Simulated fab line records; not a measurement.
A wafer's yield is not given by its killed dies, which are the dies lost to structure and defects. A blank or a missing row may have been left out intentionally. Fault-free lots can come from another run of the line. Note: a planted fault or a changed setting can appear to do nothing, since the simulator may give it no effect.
A lot that was struck, set against a sound lot	flow rit-cmos	43 out of 202 route steps
Sound: wafers L343.2, L343.3, L343.6. Wafers L360.1, L360.2, L360.5 were the ones struck. The cause is named last.
Each step with rows lists, per side, the tool, then ch with its chambers, then its first start. Under that, the readings that differ: sound wafers	struck wafers	difference of the means	sigmas: that difference in standard deviations of wafers without a fault.
alike: same words and numbers on both sides, and readings whose means sit less than 2 such deviations apart. not compared: any withheld reading, any reading some wafer has no value for, any bound like >300 that may hide the same value, and any number with overlapping values for which the record gives no deviation.
The two part at a step that has a row with sigmas, a row that says differs or no value, or rows on one side only. Non-overlapping numbers with no deviation appear without sigmas and do not part them. Lack of a reading on every wafer of one side parts them only where that side has two or more wafers.

RIT_ACTIVE_THK_MEAS_02:
  sound on film-metro-04, day 2 08:04; struck on film-metro-02, day 5 23:32
  alike: ACTIVE_OXIDE_THK
then, 1 step without rows for these wafers: RIT_ACTIVE_CVD_03 (deposits Si3N4 from SiH2Cl2/NH3, target thk 150 nm, time 1500 s).
RIT_ACTIVE_THK_MEAS_04:
  sound on film-metro-03, day 2 09:35; struck on film-metro-03, day 6 01:01
  alike: ACTIVE_NITRIDE_THK
then, 6 steps without rows for these wafers: RIT_ACTIVE_HMDS_05 (prime time 60 s); RIT_ACTIVE_COAT_06 (resist thk 1000 nm); RIT_ACTIVE_SOFTBAKE_07 (time 60 s); RIT_ACTIVE_EXPOSE_08 (exposes mask M1, target cd 1400 nm); RIT_ACTIVE_PEB_09; RIT_ACTIVE_DEVELOP_10 (develop time 50 s).
RIT_ACTIVE_CD_MEAS_11: the cd target is 1400 nm.
  sound on cd-sem-02, day 2 10:30; struck on cd-sem-01, day 6 01:55
  alike: cd-nm
then, 1 step without rows for these wafers: RIT_ACTIVE_HARDBAKE_12 (time 60 s).
RIT_ACTIVE_ETCH_13: etches Si3N4 in SF6, stops on SiO2, time 210 s, target depth 210 nm.
  sound on rie-diel-04 ch 2,3, day 2 10:45; struck on rie-diel-01 ch 2,3, day 6 02:11
reading	sound	struck	difference	sigmas
oes-product-au (a.u.)	0.850 0.834 0.838	0.807 0.804 0.815	-0.032	-2
  alike: SF6_flow_sccm, chamber-pressure-mTorr, drypump-motor-current-A, throttle-valve-pct
  not compared: rf-hours-counter-h
RIT_ACTIVE_STRIP_14: strips in O2, time 180 s.
  sound on plasma-asher-02 ch 0,1, day 2 10:53; struck on plasma-asher-02 ch 0,1, day 6 02:20
  alike: chamber-pressure-mTorr, drypump-motor-current-A
  not compared: rf-hours-counter-h
RIT_ACTIVE_CD_MEAS_90: the cd target is 1400 nm.
  sound on cd-sem-01, day 2 11:05; struck on cd-sem-01, day 6 02:30
  alike: cd-nm
then, 4 steps without rows for these wafers: RIT_ACTIVE_CLEAN_15 (cleans in SC1, time 600 s); RIT_ACTIVE_CLEAN_16 (cleans in dHF, time 30 s); RIT_ACTIVE_CLEAN_17 (cleans in SC2, time 600 s); RIT_FOX1_OXIDATION_00 (target thk 350.7 nm, ox time 1130 s).
RIT_FOX1_THK_MEAS_01:
  sound on film-metro-01, day 2 15:16; struck on film-metro-04, day 6 07:49
reading	sound	struck	difference	sigmas
FOX1_OXIDE_THK (nm)	354 354 351	343 338 342	-12	-2
then, 2 steps without rows for these wafers: RIT_FOX1_WET_ETCH_02 (etches SiO2 in BOE, target depth 350 nm, time 390 s); RIT_FOX2_OXIDATION_00 (target thk 350.7 nm, ox time 1130 s).
RIT_FOX2_THK_MEAS_01:
  sound on film-metro-04, day 2 17:02; struck on film-metro-01, day 6 12:08
  alike: FOX2_OXIDE_THK
then, 2 steps without rows for these wafers: RIT_FOX2_CLEAN_02 (cleans in dHF, time 180 s); RIT_FOX2_WET_ETCH_03 (etches Si3N4 in H3PO4, target depth 195 nm, time 2700 s).
RIT_FOX2_THK_MEAS_90:
  sound on film-metro-01, day 2 17:55; struck on film-metro-01, day 6 13:00
  alike: FIELD_OXIDE_LEFT_1_THK
then, 6 steps without rows for these wafers: RIT_NWELL_HMDS_00 (prime time 60 s); RIT_NWELL_COAT_01 (resist thk 1300 nm); RIT_NWELL_SOFTBAKE_02 (time 60 s); RIT_NWELL_EXPOSE_03 (exposes mask M2, target cd 43900 nm); RIT_NWELL_PEB_04; RIT_NWELL_DEVELOP_05 (develop time 68 s).
RIT_NWELL_OVL_MEAS_06:
  sound on overlay-01, day 2 19:04; struck on overlay-02, day 6 13:56
  alike: NWELL_OVL
then, 2 steps without rows for these wafers: RIT_NWELL_HARDBAKE_07 (time 120 s); RIT_NWELL_IMPLANT_08.
RIT_NWELL_STRIP_09: strips in O2, time 180 s.
  sound on plasma-asher-03 ch 0,1, day 2 19:30; struck on plasma-asher-03 ch 0,1, day 6 14:23
  alike: chamber-pressure-mTorr, drypump-motor-current-A
  not compared: rf-hours-counter-h
RIT_NWELL_TW_MEAS_10:
  sound on film-metro-03, day 2 19:41; struck on film-metro-03, day 6 14:34
  alike: NWELL_TW
then, 6 steps without rows for these wafers: RIT_PWELL_HMDS_00 (prime time 60 s); RIT_PWELL_COAT_01 (resist thk 1300 nm); RIT_PWELL_SOFTBAKE_02 (time 60 s); RIT_PWELL_EXPOSE_03 (exposes mask M3, target cd 43700 nm); RIT_PWELL_PEB_04; RIT_PWELL_DEVELOP_05 (develop time 68 s).
RIT_M1_PROBE_99:
  only the struck wafers here have rows in the record (prober-02, day 8 12:10); the sound ones have none

WHERE THEY PART
Last at RIT_M1_PROBE_99 as far as this record goes, first at RIT_ACTIVE_ETCH_13.

WHY: what the simulator had put in
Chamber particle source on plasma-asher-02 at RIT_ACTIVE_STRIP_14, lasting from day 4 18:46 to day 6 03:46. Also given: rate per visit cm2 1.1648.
